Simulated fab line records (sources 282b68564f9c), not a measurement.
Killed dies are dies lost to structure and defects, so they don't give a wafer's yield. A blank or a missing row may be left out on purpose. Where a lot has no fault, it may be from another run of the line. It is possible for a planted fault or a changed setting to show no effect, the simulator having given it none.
A lot that was struck, set against a sound lot / flow rit-cmos / 17 steps out of a route of 202
Sound: wafers L658.2, L658.4, L658.5. Struck: wafer L671.2. (L671.1, L671.6 of the same lot were not struck and are left out.) The cause comes at the end.
Each step with rows lists, per side, the tool, then ch with its chambers, then its first start. Under that, the readings that differ: sound wafers / struck wafers / difference of the means / sigmas: that difference in standard deviations of wafers without a fault.
alike: same words and numbers on both sides, and readings whose means sit less than 2 such deviations apart. not compared: any withheld reading, any reading some wafer has no value for, any bound like >300 that may hide the same value, and any number with overlapping values for which the record gives no deviation.
The two part at a step that has a row with sigmas, a row that says differs or no value, or rows on one side only. When numbers do not overlap yet have no deviation, they are printed without sigmas and do not part them. A reading missing from all wafers of one side parts the sides only when that side holds two or more wafers.

first, 4 steps without rows for these wafers: RIT_CONTACT_SOFTBAKE_04 (time 60 s); RIT_CONTACT_EXPOSE_05 (exposes mask M11, target cd 1000 nm); RIT_CONTACT_PEB_06; RIT_CONTACT_DEVELOP_07 (develop time 120 s).
RIT_CONTACT_CD_MEAS_08: target cd 1000 nm.
  sound: cd-sem-01 at day 4 01:01; struck: cd-sem-01 at day 6 16:44
  alike: cd-nm
RIT_CONTACT_OVL_MEAS_09:
  sound: overlay-01 at day 4 01:07; struck: overlay-01 at day 6 16:51
  alike: CONTACT_OVL
then, 1 step without rows for these wafers: RIT_CONTACT_HARDBAKE_10 (time 60 s).
RIT_CONTACT_ETCH_11: etches SiO2 in CHF3/CF4/Ar, stops on TiSi2, target depth 480 nm, time 320 s.
  sound on rie-diel-01 ch 1,2,3, day 4 01:22; struck on rie-diel-01 ch 1, day 6 17:02
  alike: O2_flow_sccm, drypump-motor-current-A, oes-product-au, throttle-valve-pct
  not compared: rf-hours-counter-h
RIT_CONTACT_STRIP_12: strips in O2, time 180 s.
  sound on plasma-asher-01 ch 0,1, day 4 01:33; struck on plasma-asher-02 ch 0, day 6 17:14
  alike: drypump-motor-current-A
  not compared: rf-hours-counter-h
RIT_CONTACT_CD_MEAS_90: target cd 1000 nm.
  sound: cd-sem-01 at day 4 01:45; struck: cd-sem-02 at day 6 17:24
  alike: cd-nm
then, 2 steps without rows for these wafers: RIT_CONTACT_CLEAN_13 (cleans in SC1, time 600 s); RIT_CONTACT_CLEAN_14 (cleans in SC2, time 600 s).
RIT_M1_SPUTTER_00: material Al, target thk 400 nm, time 500 s.
  sound: pvd-sputter-04 at day 4 02:13; struck: pvd-sputter-03 at day 6 18:13
reading=model.Al_of_M1_SPUTTER_00.thk-nm (nm); sound=403.5 410.1 397.7; struck=428.5; difference=+24.7; sigmas=
  alike: throttle-valve-pct
RIT_M1_RS_MEAS_01: a four-point-probe measurement.
  sound: film-metro-02 at day 4 02:32; struck: film-metro-04 at day 6 18:48
reading=M1_AL_RS (ohm/sq); sound=0.0727 0.0715 0.0737; struck=0.0685; difference=-0.0041; sigmas=-4
  not compared: hold
RIT_M1_THK_MEAS_02: measures by xrf.
  sound: film-metro-02 at day 4 02:38; struck: film-metro-04 at day 6 23:55
reading=M1_AL_THK (nm); sound=403 410 396; struck=432; difference=+29; sigmas=+5
  not compared: hold
then, 1 step without rows for these wafers: RIT_M1_HMDS_03 (prime time 60 s).
RIT_M1_PROBE_99:
  sound: prober-02 at day 4 06:18; struck: prober-01 at day 7 13:23
reading=hold; sound=- - -; struck=await-dispo/4.6h/release; difference=no value on the sound wafers; sigmas=
  alike: defect-limited-yield, killed-at-front-end, killed-dies, killed-open, killed-short
  not compared: model.etest.m1.rs-ohm-sq

== WHERE THEY PART ==
At RIT_M1_RS_MEAS_01 first; at RIT_M1_PROBE_99 last (within this record only).

WHY: the cause the simulator had injected
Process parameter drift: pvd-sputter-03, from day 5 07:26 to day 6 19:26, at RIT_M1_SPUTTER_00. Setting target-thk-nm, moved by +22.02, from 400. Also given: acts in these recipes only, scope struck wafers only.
